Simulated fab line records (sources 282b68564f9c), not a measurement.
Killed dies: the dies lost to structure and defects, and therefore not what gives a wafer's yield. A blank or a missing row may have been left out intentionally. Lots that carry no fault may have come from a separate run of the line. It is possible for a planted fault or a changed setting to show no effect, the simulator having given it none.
Chamber matching | flow rit cmos | pecvd-03 running RIT_CONTACT_CVD_00: 3 sister chambers
The step deposits SiO2 from TEOS, target thk 400 nm, time 61 s. 14 wafers are shown with their chamber, then 7 later ones without.

== WAFERS, EACH WITH ITS CHAMBER ==
wafer  | chamber | heater power w (W)
L487.1 | 1       | 277
L487.3 | 2       | 427
L487.4 | 2       | 431
L490.1 | 1       | 243
L490.2 | 0       | 332
L490.6 | 1       | 244
L494.1 | 0       | 364
L494.3 | 1       | 260
L494.5 | 0       | 373
L500.2 | 0       | 316
L500.4 | 1       | 258
L500.5 | 0       | 335
L503.2 | 0       | 332
L503.3 | 1       | 269

SIGNATURES (means of the wafers above)
reading        | chamber 0 | chamber 1 | chamber 2 | scatter within a chamber
heater power w | 342.00    | 258.50    | 429.00    | 17.3
Rule: for each reading, subtract the chamber's mean from the wafer's reading, divide by that reading's scatter and square the result; add these up over the readings and take the root, which gives the wafer's distance from the chamber. If the next closest chamber is less than 2 further off than the closest, the wafer can't be placed; otherwise it belongs to the closest. How the scatter is found: for the shown wafers, subtract from each reading the mean of its chamber, square and add these, divide the total by (wafers less chambers), then take the root.

== WAFERS WITHOUT THEIR CHAMBER ==
wafer  | heater power w (W)
L503.5 | 438
L506.2 | 431
L506.4 | 336
L506.5 | 241
L509.3 | 206
L509.5 | 223
L509.6 | 354

== THE CHAMBER EACH PASSED THROUGH ==
wafer  | from the rows above | in truth
L503.5 | 2                   | 2
L506.2 | 2                   | 2
L506.4 | 0                   | 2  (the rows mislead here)
L506.5 | 1                   | 1
L509.3 | 1                   | 1
L509.5 | 1                   | 1
L509.6 | 0                   | 0
Correctly placed: 6 of 7. From these rows, 0 cannot be placed. Placed wrongly: 1.
